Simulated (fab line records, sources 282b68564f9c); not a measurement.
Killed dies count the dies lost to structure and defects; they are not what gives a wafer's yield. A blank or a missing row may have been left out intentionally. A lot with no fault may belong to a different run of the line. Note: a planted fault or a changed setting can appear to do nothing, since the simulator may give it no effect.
fab line records | flow ritCmos
[record] lots = 14 wafers = 42 lastDay = 7
route steps=202 shown ACTIVE@12 NRETRO@59 GATE@84
lots untouched by any fault: they come from a run of this same line in which no faults occurred
startH: hours from the record's opening day to when the first of the lot's shown wafers began | waitH: hours from the lot's prior step to this one | " as in the row above | L1.1+2: several wafers, shown together as one row | - no value, or no start given | * or withheld: withheld | < > ~ a bound
route shown NAME@n: a module of which the file shows steps, and the number in the route of the first | usual: mean/standard deviation taken from wafers without a fault | same: alike in all rows | chamber/n: place in a boat | sites: the reading at each site | _std_site: standard deviation across them | _edge_site: mean of outer sites minus mean of inner sites | radiusMm: for every site, how far away it sits from the centre of the wafer | mask NAME#n: copy n | behind: the last tool/chamber to shape the wafer | hold: what put the lot on hold/how long, in hours/how the hold closed | device: transistor that didn't switch, given as n, p or np | end of line: the route-end tests of the same wafers | step lacking rows: just its recipe | killed: at the first sort, the dies lost to defects and structure; wafer yield is something else | map: a wafer's dies, x killed, . not, _ none there
set.NAME: setting as actually run; set.NAME@STEP: the setting as run at that earlier step | model.NAME: the simulator's own value behind a step, which no gauge read
a sample of lots followed through the steps of the route, with each step as a table and each wafer as a row
services: from which hour (startH, from the record's first day; less than 0 if before it) a tool's chamber was out of use, for how many hours, and why
[[steps]]
[step RIT_ACTIVE_CD_MEAS_11]
[recipe] targetCdNm = 1400
[usual] cdNm = 1399.0/2.7
// columns lot.wafer tool chamber startH waitH cdNm
L408.1 cdSem-02 - 20.15 - 1398.1
L408.3 " - " " 1396.4
L408.5 " - " " 1398.6
L409.1 cdSem-02 - 24.44 - 1399.0
L409.3 " - " " 1396.2
L409.6 " - " " 1397.2
L410.1 cdSem-01 - 29.79 - 1398.2
L410.4 " - " " 1395.3
L410.5 " - " " 1395.3
L411.2 cdSem-01 - 34.46 - 1399.0
L411.3 " - " " 1402.3
L411.5 " - " " 1399.9
L412.2 cdSem-01 - 40.20 - 1395.9
L412.3 " - " " 1397.1
L412.5 " - " " 1396.9
L415.1 cdSem-02 - 54.69 - 1397.1
L415.2 " - " " 1396.8
L415.6 " - " " 1397.9
L416.3 cdSem-02 - 59.52 - 1396.5
L416.4 " - " " 1398.7
L416.6 " - " " 1396.6
L422.2 cdSem-01 - 89.46 - 1397.8
L422.3 " - " " 1400.2
L422.4 " - " " 1399.9
L423.1 cdSem-01 - 94.56 - 1398.3
L423.3 " - " " 1401.8
L423.5 " - " " 1398.2
L424.2 cdSem-01 - 99.58 - 1401.8
L424.3 " - " " 1401.5
L424.6 " - " " 1403.8
L425.3 cdSem-02 - 104.96 - 1403.4
L425.4 " - " " 1401.1
L425.5 " - " " 1402.2
L427.1 cdSem-02 - 114.44 - 1404.4
L427.3 " - " " 1405.7
L427.6 " - " " 1403.2
L428.2 cdSem-01 - 119.58 - 1402.7
L428.4 " - " " 1402.4
L428.5 " - " " 1402.3
L430.1 cdSem-01 - 129.44 - 1402.1
L430.2 " - " " 1402.4
L430.3 " - " " 1402.0
[step RIT_ACTIVE_STRIP_14]
[recipe] chemistry = O2 timeS = 180 resist = NOVOLAK platenTempC = withheld powerW = 500 pressureMtorr = 4000 o2FlowSccm = 4000
[usual] drypumpMotorCurrentA = 5.5/0.45
// columns lot.wafer tool chamber startH waitH drypumpMotorCurrentA rfHoursCounterH
L408.1 plasmaAsher-04 1 20.56 0.1 5.2 37
L408.3 " 1 " " 5.2 -
L408.5 " 1 " " 5.2 -
L409.1 plasmaAsher-03 1 24.84 0.1 5.7 23
L409.3 " 0 " " 6.0 -
L409.6 " 1 " " 5.7 -
L410.1 plasmaAsher-03 0 30.20 0.1 6.0 24
L410.4 " 0 " " 5.9 -
L410.5 " 0 " " 5.9 -
L411.2 plasmaAsher-04 0 34.84 0.1 4.8 39
L411.3 " 1 " " 5.2 -
L411.5 " 0 " " 4.8 -
L412.2 plasmaAsher-03 0 40.58 0.1 6.0 25
L412.3 " 1 " " 5.7 -
L412.5 " 1 " " 5.7 -
L415.1 plasmaAsher-03 0 55.10 0.1 5.9 27
L415.2 " 1 " " 5.7 27
L415.6 " 1 " " 5.7 -
L416.3 plasmaAsher-04 0 59.94 0.1 4.8 -
L416.4 " 1 " " 5.2 -
L416.6 " 0 " " 4.8 -
L422.2 plasmaAsher-01 0 89.84 0.1 5.1 45
L422.3 " 0 " " 5.1 -
L422.4 " 1 " " 6.1 -
L423.1 plasmaAsher-01 1 95.04 0.1 6.0 45
L423.3 " 0 " " 5.1 -
L423.5 " 0 " " 5.1 -
L424.2 plasmaAsher-03 1 99.97 0.1 5.7 29
L424.3 " 0 " " 6.0 -
L424.6 " 0 " " 6.0 -
L425.3 plasmaAsher-04 0 105.45 0.1 4.8 -
L425.4 " 1 " " 5.2 -
L425.5 " 0 " " 4.8 -
L427.1 plasmaAsher-01 0 114.84 0.1 5.1 48
L427.3 " 0 " " 5.1 -
L427.6 " 1 " " 6.0 -
L428.2 plasmaAsher-04 0 119.97 0.1 4.8 0
L428.4 " 1 " " 5.2 -
L428.5 " 0 " " 4.8 -
L430.1 plasmaAsher-03 1 129.84 0.1 5.7 32
L430.2 " 0 " " 6.0 32
L430.3 " 1 " " 5.7 -
[step RIT_NRETRO_OVL_MEAS_06]
[usual] NRETRO_OVL = 0.6/1.3
// columns lot.wafer tool chamber startH waitH NRETRO_OVL[nm]
L408.1 overlay-01 - 34.68 - 0.2
L408.3 " - " " 3.0
L408.5 " - " " 0.8
L409.1 overlay-01 - 39.01 - -2.1
L409.3 " - " " -0.5
L409.6 " - " " -0.7
L410.1 overlay-01 - 44.09 - -0.7
L410.4 " - " " 1.6
L410.5 " - " " 2.0
L411.2 overlay-01 - 50.05 - 1.4
L411.3 " - " " 2.2
L411.5 " - " " 1.3
L412.2 overlay-01 - 55.28 - -2.6
L412.3 " - " " -0.1
L412.5 " - " " 0.9
L415.1 overlay-02 - 69.09 - 1.1
L415.2 " - " " 1.0
L415.6 " - " " -0.4
L416.3 overlay-02 - 73.85 - 0.5
L416.4 " - " " 1.8
L416.6 " - " " 1.8
L422.2 overlay-01 - 103.95 - 1.8
L422.3 " - " " 0.9
L422.4 " - " " 0.2
L423.1 overlay-01 - 109.04 - 1.5
L423.3 " - " " 1.9
L423.5 " - " " 0.0
L424.2 overlay-01 - 114.90 - 0.6
L424.3 " - " " -1.3
L424.6 " - " " 0.3
L425.3 overlay-01 - 119.92 - 0.4
L425.4 " - " " 2.0
L425.5 " - " " 1.0
L427.1 overlay-02 - 129.34 - -0.2
L427.3 " - " " 1.1
L427.6 " - " " 2.1
L428.2 overlay-02 - 134.06 - -1.0
L428.4 " - " " 0.6
L428.5 " - " " 0.4
L430.1 overlay-02 - 144.22 - 0.0
L430.2 " - " " 0.6
L430.3 " - " " -0.6
[step RIT_GATE_CVD_08]
[recipe] material = poly-Si targetThkNm = 250 tempC = 610 precursor = SiH4 timeS = 2220 pressureMtorr = 300 sih4FlowSccm = 100
[usual] spikeTcLoadC = 630.4/2.9
// columns lot.wafer tool chamber startH waitH spikeTcLoadC
L408.1 lpcvd-02 1 38.89 0.1 627.6
L408.3 " 1 " " 627.3
L408.5 " 1 " " 626.9
L409.1 lpcvd-01 0 43.44 0.1 630.7
L409.3 " 0 " " 632.3
L409.6 " 0 " " 630.6
L410.1 lpcvd-02 0 49.11 0.1 633.2
L410.4 " 0 " " 633.1
L410.5 " 0 " " 632.4
L411.2 lpcvd-02 1 55.22 0.0 628.9
L411.3 " 1 " " 626.5
L411.5 " 1 " " 626.9
L412.2 lpcvd-01 1 59.95 0.0 630.2
L412.3 " 1 " " 630.8
L412.5 " 1 " " 631.3
L415.1 lpcvd-01 1 73.44 0.1 630.5
L415.2 " 1 " " 632.2
L415.6 " 1 " " 629.6
L416.3 lpcvd-01 1 82.07 0.0 631.3
L416.4 " 1 " " 629.5
L416.6 " 1 " " 631.9
L422.2 lpcvd-02 0 108.44 0.0 634.4
L422.3 " 0 " " 633.2
L422.4 " 0 " " 633.6
L423.1 lpcvd-02 1 114.14 0.1 627.0
L423.3 " 1 " " 624.8
L423.5 " 1 " " 625.2
L424.2 lpcvd-02 0 121.45 0.3 632.3
L424.3 " 0 " " 632.9
L424.6 " 0 " " 632.4
L425.3 lpcvd-02 1 124.11 0.0 625.6
L425.4 " 1 " " 625.6
L425.5 " 1 " " 626.7
L427.1 lpcvd-02 1 133.53 0.1 626.5
L427.3 " 1 " " 625.9
L427.6 " 1 " " 627.0
L428.2 lpcvd-02 0 139.45 0.0 634.7
L428.4 " 0 " " 632.2
L428.5 " 0 " " 633.9
L430.1 lpcvd-01 0 148.58 0.1 631.0
L430.2 " 0 " " 631.2
L430.3 " 0 " " 630.6
[step RIT_GATE_THK_MEAS_09]
[recipe] reads = poly-Si_of_GATE_CVD_08
[usual] GATE_POLY_THK = 250.6/2.1
// columns lot.wafer tool chamber startH waitH hold GATE_POLY_THK[nm]
L408.1 filmMetro-02 - 41.32 0.0 - 255.0
L408.3 " - " " - 251.6
L408.5 " - " " - 254.8
L409.1 filmMetro-01 - 45.05 0.0 - 251.0
L409.3 " - " " - 247.9
L409.6 " - " " - 250.3
L410.1 filmMetro-01 - 50.72 0.0 - 249.3
L410.4 " - " " - 251.8
L410.5 " - " " - 249.7
L411.2 filmMetro-01 - 56.85 0.0 - 249.4
L411.3 " - " " - 249.7
L411.5 " - " " - 250.3
L412.2 filmMetro-03 - 61.57 0.0 - 248.8
L412.3 " - " " - 248.7
L412.5 " - " " - 251.9
L415.1 filmMetro-02 - 75.06 0.0 awaitDispo/0.2h/release 223.8
L415.2 " - " " awaitDispo/0.2h/release 223.2
L415.6 " - " " awaitDispo/0.2h/release 224.7
L415.1 filmMetro-02 - 75.28 0.2 - 224.1
L415.2 " - " " - 223.1
L415.6 " - " " - 224.9
L416.3 filmMetro-01 - 83.71 0.0 awaitDispo/0.2h/release 223.1
L416.4 " - " " awaitDispo/0.2h/release 222.1
L416.6 " - " " awaitDispo/0.2h/release 222.3
L416.3 filmMetro-01 - 84.05 0.3 - 223.2
L416.4 " - " " - 222.4
L416.6 " - " " - 222.6
L422.2 filmMetro-01 - 110.06 0.0 - 251.3
L422.3 " - " " - 251.1
L422.4 " - " " - 252.0
L423.1 filmMetro-01 - 115.75 0.0 - 252.6
L423.3 " - " " - 251.6
L423.5 " - " " - 251.5
L424.2 filmMetro-01 - 123.07 0.0 - 249.6
L424.3 " - " " - 248.5
L424.6 " - " " - 248.3
L425.3 filmMetro-01 - 125.75 0.0 - 252.0
L425.4 " - " " - 251.8
L425.5 " - " " - 250.4
L427.1 filmMetro-03 - 135.15 0.0 - 247.6
L427.3 " - " " - 248.1
L427.6 " - " " - 249.4
L428.2 filmMetro-02 - 141.89 0.0 - 251.8
L428.4 " - " " - 251.8
L428.5 " - " " - 247.5
L430.1 filmMetro-02 - 151.00 0.0 - 248.1
L430.2 " - " " - 246.9
L430.3 " - " " - 247.7
[step RIT_GATE_ETCH_19]
[recipe] chemistry = SF6/CHF3/O2 timeS = 165 SF6_flow_sccm = 30 CHF3_flow_sccm = 30 O2_flow_sccm = 5 target = poly-Si pressureMtorr = 40 rfW = 160 targetDepthA = 3125 overEtchFrac = 0.25 stopOn = SiO2
[usual] drypumpMotorCurrentA = 5.8/0.46 oesProductAu = 0.848/0.015 throttleValvePct = 10.29/0.16
// columns lot.wafer tool chamber startH waitH drypumpMotorCurrentA oesProductAu rfHoursCounterH throttleValvePct
L408.1 rieSi-02 1 42.66 0.1 5.9 0.854 2 10.19
L408.3 " 0 " " 5.3 0.843 147 10.46
L408.5 " 3 " " 6.4 0.880 - 10.24
L409.1 rieSi-01 0 46.44 0.1 5.9 0.813 79 10.02
L409.3 " 1 " " 5.0 0.843 95 10.34
L409.6 " 2 " " 5.5 0.863 - 10.44
L410.1 rieSi-02 2 52.06 0.1 6.2 0.842 140 10.10
L410.4 " 0 " " 5.3 0.841 - 10.45
L410.5 " 1 " " 5.9 0.839 - 10.20
L411.2 rieSi-01 0 58.10 0.1 5.9 0.812 79 10.03
L411.3 " 2 " " 5.5 0.858 29 10.43
L411.5 " 2 " " 5.5 0.863 - 10.44
L412.2 rieSi-02 0 62.97 0.1 5.2 0.835 147 10.45
L412.3 " 2 " " 6.2 0.841 140 10.10
L412.5 " 2 " " 6.2 0.851 - 10.09
L415.1 rieSi-01 1 80.82 0.1 5.0 0.797 96 10.37
L415.2 " 2 " " 5.5 0.794 29 10.45
L415.6 " 2 " " 5.5 0.803 - 10.45
L416.3 rieSi-02 0 88.16 0.1 5.3 0.771 147 10.45
L416.4 " 1 " " 5.9 0.782 2 10.22
L416.6 " 0 " " 5.3 0.768 - 10.45
L422.2 rieSi-02 3 111.66 0.1 6.4 0.854 0 10.26
L422.3 " 0 " " 5.3 0.837 148 10.46
L422.4 " 2 " " 6.2 0.847 140 10.10
L423.1 rieSi-01 3 117.21 0.1 6.2 0.868 3 10.46
L423.3 " 2 " " 5.5 0.853 29 10.45
L423.5 " 0 " " 5.9 0.820 - 10.03
L424.2 rieSi-02 1 124.40 0.1 5.9 0.843 2 10.19
L424.3 " 2 " " 6.2 0.836 140 10.10
L424.6 " 2 " " 6.2 0.833 - 10.09
L425.3 rieSi-01 2 127.07 0.1 5.5 0.870 29 10.45
L425.4 " 3 " " 6.1 0.871 3 10.47
L425.5 " 2 " " 5.5 0.856 - 10.46
L427.1 rieSi-01 1 136.36 0.1 5.0 0.849 96 10.34
L427.3 " 2 " " 5.4 0.863 30 10.44
L427.6 " 3 " " 6.1 0.860 - 10.47
L428.2 rieSi-02 0 143.39 0.1 5.3 0.841 0 10.46
L428.4 " 3 " " 6.4 0.856 1 10.23
L428.5 " 1 " " 6.0 0.845 - 10.19
L430.1 rieSi-02 2 152.34 0.1 6.2 0.832 141 10.09
L430.2 " 3 " " 6.4 0.848 1 10.26
L430.3 " 1 " " 6.0 0.837 3 10.19
[[services]]
// columns tool chamber startH hours kind
plasmaAsher-04 - -2.84 2.8 pm
plasmaAsher-01 - 22.10 1.8 repair
rieSi-02 2 41.79 8.6 repair
rieSi-02 3 50.37 - clean
rieSi-02 3 50.37 24.1 scheduledDown
rieSi-02 3 50.37 24.1 ventCycle
plasmaAsher-03 - 74.96 24.9 pm
rieSi-02 1 95.70 1.9 repair
plasmaAsher-04 - 108.75 9.0 pm
plasmaAsher-04 0 108.75 9.0 ventCycle
plasmaAsher-04 1 108.75 9.0 ventCycle
plasmaAsher-04 0 117.75 - clean
plasmaAsher-04 1 117.75 - clean
rieSi-02 0 121.22 - clean
rieSi-02 0 121.22 12.4 scheduledDown
rieSi-02 0 121.22 12.4 ventCycle
plasmaAsher-03 - 142.42 14.6 pm
[[key]]
[firstSign] step = RIT_GATE_THK_MEAS_09 reading = visit direction = added
[effect] step = RIT_GATE_THK_MEAS_09 reading = GATE_POLY_THK direction = down sigmas = 13 usual = 250.6 struck = 223.2
[effect] step = RIT_GATE_ETCH_19 reading = oesProductAu direction = down sigmas = 4 usual = 0.848 struck = 0.786
metAt RIT_GATE_CVD_08
struckLots L415,L416
struckWafers L415.1,L415.2,L415.6,L416.3,L416.4,L416.6
sortLeftOut L415.1,L415.2,L415.6,L416.3,L416.4,L416.6
testerLeftOut L415,L416
notActingAt RIT_ACTIVE_CD_MEAS_11,RIT_ACTIVE_STRIP_14,RIT_NRETRO_OVL_MEAS_06
onsetBetween 59.95 73.44
[fault] kind = siteProfileDrift tool = lpcvd-01 chamber = 1 onsetH = 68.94 steps = RIT_GATE_CVD_08 basis = fraction maxAbsDrift = 0.26933 slopeSharePerHr = 134.67 sitePattern = 0,0,0,0,0,-1,-1,-1,-1
// testerLeftOut: of these lots the tester's yield and bins aren't shown, on N5 and GAA mostly nor the transistor test; their killed dies are dies lost to structure and defects alone, not to doping, threshold or leakage, so they don't give the yield
// sortLeftOut: the simulated sort isn't trusted on such a fault, so these wafers' sort isn't shown, and their yield isn't known
